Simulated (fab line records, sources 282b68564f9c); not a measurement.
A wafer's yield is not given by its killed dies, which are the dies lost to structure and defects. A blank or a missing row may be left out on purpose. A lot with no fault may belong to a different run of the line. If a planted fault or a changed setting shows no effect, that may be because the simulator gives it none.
Struck lot and sound lot, side by side || flow ritCmos || 15 steps out of a route of 202
Sound: these wafers, L184.2, L184.4, L184.5. Wafers L198.1, L198.2, L198.6 were the ones struck. Last of all comes the cause.
For every step that has rows: the tool of each side, followed by ch and its chambers, followed by its first start. Under that, the readings that differ: sound wafers || struck wafers || difference of the means || sigmas: that difference in standard deviations of wafers without a fault.
alike: readings with means less than 2 such deviations apart, plus words and numbers identical on both sides. not compared: withheld readings, readings lacking a value on some wafer, bounds such as >300 that could conceal the same value, and numbers that have no deviation in the record and whose values overlap.
Wherever a step has rows on one side only, a row that says differs or no value, or a row with sigmas, the two part there. When numbers do not overlap yet have no deviation, they are printed without sigmas and do not part them. A reading missing from all wafers of one side parts the sides only when that side holds two or more wafers.

first, 1 step without rows for these wafers: RIT_SILICIDE_WET_ETCH_00 (etches SiO2 in BOE, target depth 14 nm, time 15 s).
RIT_SILICIDE_SPUTTER_01: material Ti, target thk 30 nm, time 240 s.
  struck on pvdSputter-04, day 6 21:37; sound on pvdSputter-01, day 3 20:44
  alike: throttleValvePct
RIT_SILICIDE_RS_MEAS_02: uses a four-point probe to measure.
  struck on filmMetro-02, day 6 21:46; sound on filmMetro-03, day 3 20:54
  alike: SILICIDE_TI_RS
RIT_SILICIDE_THK_MEAS_03: measures by xrf.
  struck on filmMetro-02, day 6 21:53; sound on filmMetro-03, day 3 21:01
  alike: SILICIDE_TI_THK
RIT_SILICIDE_RTA_04: time 10 s, ramp up 5 s, ramp down 5 s.
  sound on rtpAnneal-02 ch 0, day 3 21:04; struck on rtpAnneal-02 ch 0, day 6 21:56
  alike: annealTempCMax, wafer_temp_C_max
then, 1 step without rows for these wafers: RIT_SILICIDE_WET_ETCH_05 (etches Ti in SPM, time 120 s).
RIT_SILICIDE_RTA_06: time 10 s, ramp up 5 s, ramp down 10 s.
  sound on rtpAnneal-01 ch 0, day 3 21:29; struck on rtpAnneal-01 ch 0, day 6 22:07
  alike: annealTempCMax, wafer_temp_C_max
RIT_CONTACT_CVD_00: deposits SiO2 from TEOS, target thk 400 nm, time 61 s.
  sound on pecvd-04 ch 0,1, day 3 21:36; struck on pecvd-03 ch 1,2, day 6 22:11
  alike: heaterPowerW
RIT_CONTACT_THK_MEAS_01:
  struck on filmMetro-01, day 6 22:14; sound on filmMetro-02, day 3 21:40
  alike: CONTACT_TEOS_THK
then, 3 steps without rows for these wafers: RIT_CONTACT_HMDS_02 (prime time 60 s); RIT_CONTACT_COAT_03 (resist thk 1000 nm); RIT_CONTACT_SOFTBAKE_04 (time 60 s).
RIT_CONTACT_EXPOSE_05: exposes mask M11, target cd 1000 nm.
  sound on ilineStepper-01 ch 0, day 3 22:18; struck on ilineStepper-01 ch 0, day 6 22:44
{"reading": "model.CONTACT.overlayXNm (nm)", "sound": "0.4534 0.4534 0.4534", "struck": "2.012 2.012 2.012", "difference": "+1.559", "sigmas": ""}
  alike: mask, focusOffsetNm
then, 1 step without rows for these wafers: RIT_CONTACT_PEB_06.
RIT_M1_PROBE_99:
  struck on prober-01, day 7 04:32; sound on prober-01, day 4 04:01
  alike: killedAtContacts, killedAtFrontEnd, killedDies, killedOpen, killedShort

== WHERE THEY PART ==
Nowhere in this record.

WHY: what the simulator had put in
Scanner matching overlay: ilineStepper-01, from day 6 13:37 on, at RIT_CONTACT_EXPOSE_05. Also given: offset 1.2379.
